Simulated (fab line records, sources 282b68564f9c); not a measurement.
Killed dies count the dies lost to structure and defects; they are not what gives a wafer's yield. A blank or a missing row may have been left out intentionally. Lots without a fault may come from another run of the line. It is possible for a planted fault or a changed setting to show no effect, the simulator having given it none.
Split-lot trial / flow rit_cmos / route with 202 steps; 5 lots, 23 wafers read

SPLIT DETAILS
At RIT_GATE_DEVELOP_15 (develop time 50 s), the setting dev_temp_c was moved away from the recipe's 23 C on 6 of the 23 wafers read, by +6.5% to +8.4%. For the rest of the wafers, this setting stayed at what the recipe calls for.

FROM THE SPLIT TO THE READING: what the file shows between them, 9 steps
- RIT_REOX_CLEAN_00: cleans in SC1, time 600 s (also split here: temp_c)
- RIT_NLDD_COAT_01: resist thk 1000 nm (also split here: spin_rpm)
- RIT_NLDD_SOFTBAKE_02: time 60 s
- RIT_NLDD_EXPOSE_03: exposes mask M7, target cd 40700 nm
- RIT_NLDD_DEVELOP_05: develop time 50 s
- RIT_NLDD_HARDBAKE_07: time 60 s
- RIT_NLDD_IMPLANT_08 (also split here: energy_kev)
- RIT_NLDD_STRIP_09: strips in O2, time 180 s
- RIT_NLDD_TW_MEAS_10

THE READING
etest.nmos_0p15.drive_ua_um (the simulator's own value, which no gauge read), at RIT_M1_PROBE_99. The file gives no usual value for it. Here, 17 wafers ran the recipe; their average is 471.7 with a standard deviation of 12.

wafer=L075.1; tool, chamber at the split=litho_track-01, 0; dev_temp_c as run, C=23; against the recipe=recipe; etest.nmos_0p15.drive_ua_um=489.4; against lot-mates on the recipe=-
wafer=L075.2; tool, chamber at the split=litho_track-01, 0; dev_temp_c as run, C=24.49; against the recipe=+6.5%; etest.nmos_0p15.drive_ua_um=444.4; against lot-mates on the recipe=-43.0
wafer=L075.3; tool, chamber at the split=litho_track-01, 0; dev_temp_c as run, C=24.49; against the recipe=+6.5%; etest.nmos_0p15.drive_ua_um=440.5; against lot-mates on the recipe=-46.9
wafer=L075.4; tool, chamber at the split=litho_track-01, 0; dev_temp_c as run, C=23; against the recipe=recipe; etest.nmos_0p15.drive_ua_um=485.3; against lot-mates on the recipe=-
wafer=L075.6; tool, chamber at the split=litho_track-01, 0; dev_temp_c as run, C=24.49; against the recipe=+6.5%; etest.nmos_0p15.drive_ua_um=442.7; against lot-mates on the recipe=-44.7
wafer=L079.1; tool, chamber at the split=litho_track-04, 0; dev_temp_c as run, C=23; against the recipe=recipe; etest.nmos_0p15.drive_ua_um=477.7; against lot-mates on the recipe=-
wafer=L079.2; tool, chamber at the split=litho_track-04, 0; dev_temp_c as run, C=23; against the recipe=recipe; etest.nmos_0p15.drive_ua_um=448.8; against lot-mates on the recipe=-
wafer=L079.3; tool, chamber at the split=litho_track-04, 0; dev_temp_c as run, C=23; against the recipe=recipe; etest.nmos_0p15.drive_ua_um=468; against lot-mates on the recipe=-
wafer=L079.4; tool, chamber at the split=litho_track-04, 0; dev_temp_c as run, C=23; against the recipe=recipe; etest.nmos_0p15.drive_ua_um=459.8; against lot-mates on the recipe=-
wafer=L079.5; tool, chamber at the split=litho_track-04, 0; dev_temp_c as run, C=23; against the recipe=recipe; etest.nmos_0p15.drive_ua_um=475.9; against lot-mates on the recipe=-
wafer=L080.1; tool, chamber at the split=litho_track-03, 0; dev_temp_c as run, C=23; against the recipe=recipe; etest.nmos_0p15.drive_ua_um=484.1; against lot-mates on the recipe=-
wafer=L080.3; tool, chamber at the split=litho_track-03, 0; dev_temp_c as run, C=23; against the recipe=recipe; etest.nmos_0p15.drive_ua_um=494.2; against lot-mates on the recipe=-
wafer=L080.4; tool, chamber at the split=litho_track-03, 0; dev_temp_c as run, C=23; against the recipe=recipe; etest.nmos_0p15.drive_ua_um=472.1; against lot-mates on the recipe=-
wafer=L081.1; tool, chamber at the split=litho_track-04, 0; dev_temp_c as run, C=23; against the recipe=recipe; etest.nmos_0p15.drive_ua_um=462.8; against lot-mates on the recipe=-
wafer=L081.2; tool, chamber at the split=litho_track-04, 0; dev_temp_c as run, C=23; against the recipe=recipe; etest.nmos_0p15.drive_ua_um=460.9; against lot-mates on the recipe=-
wafer=L081.3; tool, chamber at the split=litho_track-04, 0; dev_temp_c as run, C=23; against the recipe=recipe; etest.nmos_0p15.drive_ua_um=472.6; against lot-mates on the recipe=-
wafer=L081.4; tool, chamber at the split=litho_track-04, 0; dev_temp_c as run, C=23; against the recipe=recipe; etest.nmos_0p15.drive_ua_um=466.6; against lot-mates on the recipe=-
wafer=L081.5; tool, chamber at the split=litho_track-04, 0; dev_temp_c as run, C=23; against the recipe=recipe; etest.nmos_0p15.drive_ua_um=456.3; against lot-mates on the recipe=-
wafer=L085.1; tool, chamber at the split=litho_track-01, 0; dev_temp_c as run, C=24.94; against the recipe=+8.4%; etest.nmos_0p15.drive_ua_um=437.4; against lot-mates on the recipe=-34.5
wafer=L085.2; tool, chamber at the split=litho_track-01, 0; dev_temp_c as run, C=24.94; against the recipe=+8.4%; etest.nmos_0p15.drive_ua_um=423.8; against lot-mates on the recipe=-48.1
wafer=L085.4; tool, chamber at the split=litho_track-01, 0; dev_temp_c as run, C=23; against the recipe=recipe; etest.nmos_0p15.drive_ua_um=475.7; against lot-mates on the recipe=-
wafer=L085.5; tool, chamber at the split=litho_track-01, 0; dev_temp_c as run, C=24.94; against the recipe=+8.4%; etest.nmos_0p15.drive_ua_um=419.7; against lot-mates on the recipe=-52.2
wafer=L085.6; tool, chamber at the split=litho_track-01, 0; dev_temp_c as run, C=23; against the recipe=recipe; etest.nmos_0p15.drive_ua_um=468; against lot-mates on the recipe=-

FIT RESULTS
A straight line over all 23 wafers: etest.nmos_0p15.drive_ua_um changes by -5.02 for each +1% of dev_temp_c; r = -0.84; the points scatter about the line by 11.
The same after taking each lot's own level away (the mean of its wafers on the recipe; 23 wafers): -5.88 for each +1%; r = -0.93; scatter 8.1.
According to that fit, moving dev_temp_c by its largest amount changes the reading by 50.
The span of the lots' own levels, 463.84 to 487.35, comes to 2.0 times the standard deviation stated above.
Hence the slope depends on the lot-to-lot level, as the two fits are not the same.
Check: for one of the wafers moved furthest among these (+8.4%), held out of the fit, the line's prediction against its lot-mates is -54. Against them it came out at -34.5.

THE OTHER SPLITS THESE WAFERS WENT THROUGH
These wafers also went through other splits before the reading. Each is held against what the fit with the lots' levels taken away leaves over:
other split on the same wafers=RIT_ACTIVE_EXPOSE_08 dose_mj; wafers away from the commonest value=5; r with etest.nmos_0p15.drive_ua_um (lot level and that fit taken away)=-0.05
other split on the same wafers=RIT_ACTIVE_DEVELOP_10 develop_time_s; wafers away from the commonest value=9; r with etest.nmos_0p15.drive_ua_um (lot level and that fit taken away)=-0.27
other split on the same wafers=RIT_PWELL_COAT_01 resist_thk_nm; wafers away from the commonest value=9; r with etest.nmos_0p15.drive_ua_um (lot level and that fit taken away)=+0.14
other split on the same wafers=RIT_PWELL_IMPLANT_08 energy_kev; wafers away from the commonest value=5; r with etest.nmos_0p15.drive_ua_um (lot level and that fit taken away)=+0.07
other split on the same wafers=RIT_PRETRO_COAT_01 resist_thk_nm; wafers away from the commonest value=5; r with etest.nmos_0p15.drive_ua_um (lot level and that fit taken away)=+0.14
other split on the same wafers=RIT_PRETRO_SOFTBAKE_02 time_s; wafers away from the commonest value=7; r with etest.nmos_0p15.drive_ua_um (lot level and that fit taken away)=-0.14
other split on the same wafers=RIT_GATE_CVD_08 pressure_mtorr; wafers away from the commonest value=15; r with etest.nmos_0p15.drive_ua_um (lot level and that fit taken away)=+0.18
other split on the same wafers=RIT_REOX_CLEAN_00 temp_c; wafers away from the commonest value=10; r with etest.nmos_0p15.drive_ua_um (lot level and that fit taken away)=-0.03
other split on the same wafers=RIT_NLDD_COAT_01 spin_rpm; wafers away from the commonest value=9; r with etest.nmos_0p15.drive_ua_um (lot level and that fit taken away)=-0.27
other split on the same wafers=RIT_NLDD_IMPLANT_08 energy_kev; wafers away from the commonest value=6; r with etest.nmos_0p15.drive_ua_um (lot level and that fit taken away)=+0.00

THE FILE'S OWN FIT
etest.nmos_0p15.drive_ua_um changes by -5.91 for each +1% of dev_temp_c, r = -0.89.
